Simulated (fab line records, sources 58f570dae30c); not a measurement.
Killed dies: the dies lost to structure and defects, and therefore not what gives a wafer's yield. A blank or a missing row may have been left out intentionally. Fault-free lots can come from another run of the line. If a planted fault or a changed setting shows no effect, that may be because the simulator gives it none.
A lot that was struck, set against a sound lot | flow berkeleyCmos170 | 14 steps out of a route of 331
Sound: the wafers L665.1, L665.3, L665.6. Wafers L678.3, L678.4, L678.5 were the ones struck. At the end, the cause is stated.
For every step that has rows: the tool of each side, followed by ch and its chambers, followed by its first start. Under that, the readings that differ: sound wafers | struck wafers | difference of the means | sigmas: that difference in standard deviations of wafers without a fault.
alike: readings with means less than 2 such deviations apart, plus words and numbers identical on both sides. not compared: withheld readings, readings lacking a value on some wafer, bounds such as >300 that could conceal the same value, and numbers that have no deviation in the record and whose values overlap.
A row with sigmas, a row that says differs or no value, or rows on one side alone: a step with any of these is where the two part. Non-overlapping numbers with no deviation appear without sigmas and do not part them. A reading missing from all wafers of one side parts the sides only when that side holds two or more wafers.

UCB170_PLDD_CD_MEAS_06: target cd 1200 nm.
  struck on cdSem-01, day 10 12:35; sound on cdSem-02, day 8 03:54
  alike: cdNm
UCB170_PLDD_OVL_MEAS_07:
  struck on overlay-01, day 10 12:41; sound on overlay-02, day 8 04:01
  alike: PLDD_OVL
then, 2 steps without rows for these wafers: UCB170_PLDD_IMPLANT_08; UCB170_PLDD_IMPLANT_09.
UCB170_PLDD_STRIP_10: strips in O2.
  sound on plasmaAsher-02 ch 0,1, day 8 04:22; struck on plasmaAsher-02 ch 0,1, day 10 13:02
  alike: drypumpMotorCurrentA, oesProductAu, stripTimeToEndpointS
  not compared: rfHoursCounterH
UCB170_PLDD_TW_MEAS_11:
  struck on filmMetro-04, day 10 13:08; sound on filmMetro-01, day 8 04:28
  alike: PLDD_TW
then, 6 steps without rows for these wafers: UCB170_PLDD_CLEAN_12 (cleans in SPM, time 600 s); UCB170_NLDD_HMDS_00 (prime time 60 s); UCB170_NLDD_COAT_01 (resist thk 900 nm); UCB170_NLDD_SOFTBAKE_02 (time 60 s); UCB170_NLDD_EXPOSE_03 (exposes mask NSELECT, target cd 1200 nm); UCB170_NLDD_PEB_04.
UCB170_NLDD_DEVELOP_05: develop time 45 s.
  sound on lithoTrack-01 ch 0, day 8 06:00; struck on lithoTrack-01, day 10 14:00
  no value came back on the struck wafers for chillPlateTempC (C), developTimeS (s), developerTempC (C), exhaustPa (Pa); on the sound wafers chillPlateTempC (C) reads 22.96 23.05 22.96
reading                              | sound           | struck            | difference | sigmas
model.KrF_of_NLDD_COAT_01.thkNm (nm) | 883.8 885.2 884 | 899.9 899.3 899.8 | +15.3      | 
UCB170_NLDD_CD_MEAS_06: target cd 1200 nm.
  struck on cdSem-02, day 10 14:26; sound on cdSem-01, day 8 06:10
reading   | sound                | struck | difference                    | sigmas
cdNm (nm) | 1203.3 1203.0 1202.8 | - - -  | no value on the struck wafers | 

WHERE THEY PART
First at UCB170_NLDD_DEVELOP_05; last, within this record, at UCB170_NLDD_CD_MEAS_06.

WHY: the cause the simulator had injected
Skipped step whole: lithoTrack-01, from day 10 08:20 on, at UCB170_NLDD_DEVELOP_05. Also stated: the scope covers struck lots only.
